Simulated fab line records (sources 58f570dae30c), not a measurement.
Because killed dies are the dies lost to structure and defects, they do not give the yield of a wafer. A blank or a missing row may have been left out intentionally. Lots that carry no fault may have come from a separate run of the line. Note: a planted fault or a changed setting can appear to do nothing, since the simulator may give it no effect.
8D (eight disciplines) problem report, filled in by code + flow berkeleyCmos170 + the parts of the form that need people (team, actions taken, sign-off) are left out

== 1. WHAT WENT WRONG ==
At UCB170_PSD_STRIP_09, chamberPressureMTorr averages 5252 mTorr over 4 wafers from 2 lots, while fault-free wafers read 3501 mTorr, standard deviation 8.9. So: +99 or more standard deviations from the usual mean.
The step: strips in O2.
First seen on wafer L177.2, day 9 21:10, on plasmaAsher-03. The record has a number at this step for 42 wafers belonging to 14 lots. Rule for "out" (also "out of limits"): further than 4 standard deviations from the usual mean. The other wafers with a number count as sound.

== 2. WHAT IT IS; WHAT IT IS NOT ==
| question                    | is                             | is not                                                                                                         |
|-----------------------------|--------------------------------|----------------------------------------------------------------------------------------------------------------|
| which readings at this step | chamberPressureMTorr           | drypumpMotorCurrentA, oesProductAu                                                                             |
| which lots                  | L177, L179                     | L166, L167, L170, L171, L176, L180, L181, L182, L184, L185, L188, L189                                         |
| which wafers of those lots  | L177.2, L179.1, L179.4, L179.6 | L177.3, L177.6                                                                                                 |
| read on which tools         | plasmaAsher-03                 | plasmaAsher-01, plasmaAsher-04                                                                                 |
| when                        | from day 9 21:10               | up to then (14 sound wafers); but 24 sound wafers of L176, L180, L181, L182, L184, L185, L188, L189 came after |

== 3. WHAT RULES OUT EACH SUSPECT ==
Counting: any tool at a process step up to the reading remains a suspect provided it ran every lot that is out. Sound lots after the first of them don't rule it out here, since some wafers of a struck lot are sound.
- plasmaAsher-03 at UCB170_PSD_STRIP_09 (strips in O2): kept. It processed each lot that is out (first: L177, day 9 21:10); up to then, its last sound lot is L166 (day 8 05:53). Out on those wafers are its own readings of chamberPressureMTorr.
- Within plasmaAsher-03 at UCB170_PSD_STRIP_09, the wafers that are out were processed in chamber 1 and their sound lot-mates in chamber 0.
Left after counting: plasmaAsher-03 at UCB170_PSD_STRIP_09.

== 4. THE CAUSE (what the simulator had put in) ==
plasmaAsher-03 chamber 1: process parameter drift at UCB170_PSD_STRIP_09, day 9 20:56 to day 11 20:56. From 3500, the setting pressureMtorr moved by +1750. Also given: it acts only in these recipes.
Only this tool survived the counting.

== 5. THE CHAIN OF EFFECTS, in route order ==
Each row: a reading whose mean over the struck wafers that have a number lies more than 3 standard deviations from the usual. Scope: only readings with a usual standard deviation given in the record; hours: median across lots of the time from each lot's start at the first step in this table that gives one to its start at this step; sigmas: change in usual standard deviations.
| hours | step                | reading              | usual      | on struck wafers | change | sigmas      |
|-------|---------------------|----------------------|------------|------------------|--------|-------------|
| 0     | UCB170_PSD_STRIP_09 | chamberPressureMTorr | 3501 mTorr | 5252             | +1751  | +99 or more |
Here are the process steps it includes:
- UCB170_PSD_STRIP_09: strips in O2.

== 6. HOW IT WOULD HAVE BEEN CAUGHT EARLIER ==
The fault began at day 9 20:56; the first out-of-limits reading in this record came at day 9 21:10, 0 hours later.
